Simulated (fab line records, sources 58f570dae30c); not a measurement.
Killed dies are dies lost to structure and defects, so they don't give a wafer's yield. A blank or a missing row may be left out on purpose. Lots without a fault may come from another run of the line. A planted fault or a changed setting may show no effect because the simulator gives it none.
Split-lot experiment | flow berkeley_cmos170 | 5 lots, 23 wafers read, on a route of 331 steps

THE SPLIT
At UCB170_M2_EXPOSE_12 (exposes mask METAL2, target cd 700 nm), the setting dose_mj was moved away from the recipe's 26 on 8 of the 23 wafers read, by -4.0% to +2.8%. The other wafers ran this setting at the recipe's value.

FROM THE SPLIT TO THE READING: what the file shows between them, 6 steps
- UCB170_M2_PEB_13
- UCB170_M2_DEVELOP_14: develop time 45 s
- UCB170_M2_CD_MEAS_15: target cd 700 nm
- UCB170_M2_ETCH_17: etches BARC in N2/H2
- UCB170_M2_METAL_ETCH_18: etches Al in Cl2/BCl3, stops on SiO2, target depth 1170 nm, time 195 s (also split here: over_etch_frac)
- UCB170_M2_STRIP_19: strips in O2

THE READING
cd_nm, in nm, at UCB170_M2_CD_MEAS_90 (target cd 700 nm). Fault-free wafers of this fab line usually give 700.4 nm, standard deviation 2 nm.

wafer  | tool, chamber at the split | dose_mj as run | against the recipe | cd_nm, nm | against lot-mates on the recipe
L074.1 | krf_scanner-02, 0          | 26             | recipe             | 698.9     | -
L074.2 | krf_scanner-02, 0          | 26             | recipe             | 698.7     | -
L074.4 | krf_scanner-02, 0          | 26.73          | +2.8%              | 692.5     | -7.3
L074.5 | krf_scanner-02, 0          | 26             | recipe             | 701.7     | -
L074.6 | krf_scanner-02, 0          | 26.73          | +2.8%              | 690.9     | -8.9
L076.1 | krf_scanner-02, 0          | 24.96          | -4.0%              | 703.7     | +3.9
L076.3 | krf_scanner-02, 0          | 24.96          | -4.0%              | 705.5     | +5.7
L076.4 | krf_scanner-02, 0          | 26             | recipe             | 699.2     | -
L076.5 | krf_scanner-02, 0          | 24.96          | -4.0%              | 705.2     | +5.4
L076.6 | krf_scanner-02, 0          | 26             | recipe             | 700.4     | -
L082.1 | krf_scanner-02, 0          | 26             | recipe             | 704.4     | -
L082.2 | krf_scanner-02, 0          | 26             | recipe             | 703.9     | -
L082.4 | krf_scanner-02, 0          | 26             | recipe             | 703.3     | -
L082.5 | krf_scanner-02, 0          | 26             | recipe             | 704.7     | -
L082.6 | krf_scanner-02, 0          | 26             | recipe             | 705.8     | -
L083.1 | krf_scanner-01, 0          | 26             | recipe             | 700.4     | -
L083.5 | krf_scanner-01, 0          | 26             | recipe             | 702.7     | -
L083.6 | krf_scanner-01, 0          | 26             | recipe             | 698.2     | -
L084.1 | krf_scanner-02, 0          | 26             | recipe             | 698.2     | -
L084.2 | krf_scanner-02, 0          | 26.49          | +1.9%              | 694.1     | -5.1
L084.3 | krf_scanner-02, 0          | 26.49          | +1.9%              | 694.2     | -5.0
L084.4 | krf_scanner-02, 0          | 26.49          | +1.9%              | 694.7     | -4.5
L084.6 | krf_scanner-02, 0          | 26             | recipe             | 700.1     | -

THE FIT
A straight line over all 23 wafers: cd_nm changes by -1.83 nm for each +1% of dose_mj; r = -0.76; the points scatter about the line by 2.9 nm.
The same after taking each lot's own level away (the mean of its wafers on the recipe; 23 wafers): -1.79 nm for each +1%; r = -0.91; scatter 1.6 nm.
On that fit, the largest move of dose_mj shifts the reading by 7.2 nm.
The lots' own levels span 699.15 to 704.42 nm, that is 2.6 times the standard deviation above.
So the lot-to-lot level blurs the effect unless lot-mates are compared.
Check: with one of the wafers moved furthest among these (-4.0%) left out of the fit, the line predicts +7.28 nm for it against its lot-mates. It came out at +3.9 nm against them.

OTHER SPLITS ON THESE WAFERS
These wafers also went through other splits before the reading. Each is held against what the fit with the lots' levels taken away leaves over:
other split on the same wafers         | wafers away from the commonest value | r with cd_nm (lot level and that fit taken away)
UCB170_CONTACT_COAT_10 spin_rpm        | 5                                    | +0.28
UCB170_V1_CVD_00 time_s                | 5                                    | +0.14
UCB170_M2_METAL_ETCH_18 over_etch_frac | 7                                    | -0.43

THE WHOLE CHAIN: every reading that the file lists as answering this split, in the file's order
step                    | what it does                                                           | reading                                                   | change (the file's fit)              | r (the file's)
UCB170_M2_CD_MEAS_15    | target cd 700 nm                                                       | cd_nm                                                     | -1.83 nm for each +1% of the setting | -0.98
UCB170_M2_ETCH_17       | etches BARC in N2/H2                                                   | M2.cd_nm (the simulator's own value, which no gauge read) | -1.82 nm for each +1% of the setting | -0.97
UCB170_M2_METAL_ETCH_18 | etches Al in Cl2/BCl3, stops on SiO2, target depth 1170 nm, time 195 s | M2.cd_nm (the simulator's own value, which no gauge read) | -1.92 nm for each +1% of the setting | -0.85
UCB170_M2_CD_MEAS_90    | target cd 700 nm                                                       | cd_nm                                                     | -1.87 nm for each +1% of the setting | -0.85

THE FILE'S OWN FIT
cd_nm changes by -1.87 nm for each +1% of dose_mj, r = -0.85.
